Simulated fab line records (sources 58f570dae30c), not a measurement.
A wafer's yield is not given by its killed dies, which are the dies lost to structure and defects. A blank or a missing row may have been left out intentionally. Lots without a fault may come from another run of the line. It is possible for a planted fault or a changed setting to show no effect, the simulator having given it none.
Which tool did it? + flow berkeley cmos170 + 7 lots with 21 wafers sampled at 2 steps, on a route of 331 steps

WHAT THE GAUGES SHOWED, per wafer
UCB170_GATE_THK_MEAS_02.
| lot  | measured     | on            | GATE_OXIDE_THK (nm) |
|------|--------------|---------------|---------------------|
| L278 | day 6 05:56  | film metro-01 | 6.76 6.71 6.65      |
| L281 | day 6 23:14  | film metro-02 | 6.65 6.42 6.56      |
| L284 | day 7 02:49  | film metro-01 | 6.33 6.27 6.42      |
| L285 | day 7 09:44  | film metro-03 | 6.58 6.58 6.65      |
| L293 | day 9 01:10  | film metro-02 | 7.88 7.09 6.90      |
| L297 | day 10 01:17 | film metro-01 | 6.61 6.46 6.54      |
| L299 | day 10 01:17 | film metro-02 | 6.67 6.73 6.64      |

WHAT TOOL EACH LOT RAN ON (gives the tool, then ch and the chambers of the sampled wafers, and finally the start)
| lot  | UCB170_GATE_OXIDATION_01     |
|------|------------------------------|
| L278 | furnace-02 ch 0, day 6 04:26 |
| L281 | furnace-04 ch 0, day 6 21:44 |
| L284 | furnace-02 ch 0, day 7 01:19 |
| L285 | furnace-02 ch 0, day 7 08:11 |
| L293 | furnace-04 ch 0, day 8 23:40 |
| L297 | furnace-01 ch 0, day 9 23:47 |
| L299 | furnace-01 ch 0, day 9 23:47 |
- UCB170_GATE_OXIDATION_01: target thk 6.6 nm, ox time 1800 s.

THE ANSWER, worked out from the rows above alone
Rule: the usual values come from the lots themselves. Put in order of their means at a reading, lots are off if they are a third of the lots or fewer, leave a main group of 4 or more, and stand apart from it by a gap of 3 or more times the standard deviation of the main group's means; of several such gaps the widest counts. The tables above print the reading to a certain number of digits; a main group whose means all agree to those digits is not used. A lot without any number at a reading at which 4 lots or more have one is off too. Where the step has rows for the other lots, those lots are counted as sound.
Off: at UCB170_GATE_THK_MEAS_02 (GATE_OXIDE_THK), L293. For the main group the mean is 6.57 nm and the standard deviation 0.12.
If a tool, at a process step before that reading, ran all the lots that are off and no sound lot after the first of them, it fits. The gauges at UCB170_GATE_THK_MEAS_02 are tried like those tools. One fits: furnace-04 at UCB170_GATE_OXIDATION_01. Its last sound lot is L281 (day 6 21:44), its first lot that is off L293 (day 8 23:40): a fault that began between those two fits.

WHAT THE SIMULATOR PUT IN
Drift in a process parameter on furnace-04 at UCB170_GATE_OXIDATION_01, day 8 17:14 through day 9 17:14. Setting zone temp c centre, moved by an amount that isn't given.
Lots struck among those shown: L293. The rule above reached the same finding.
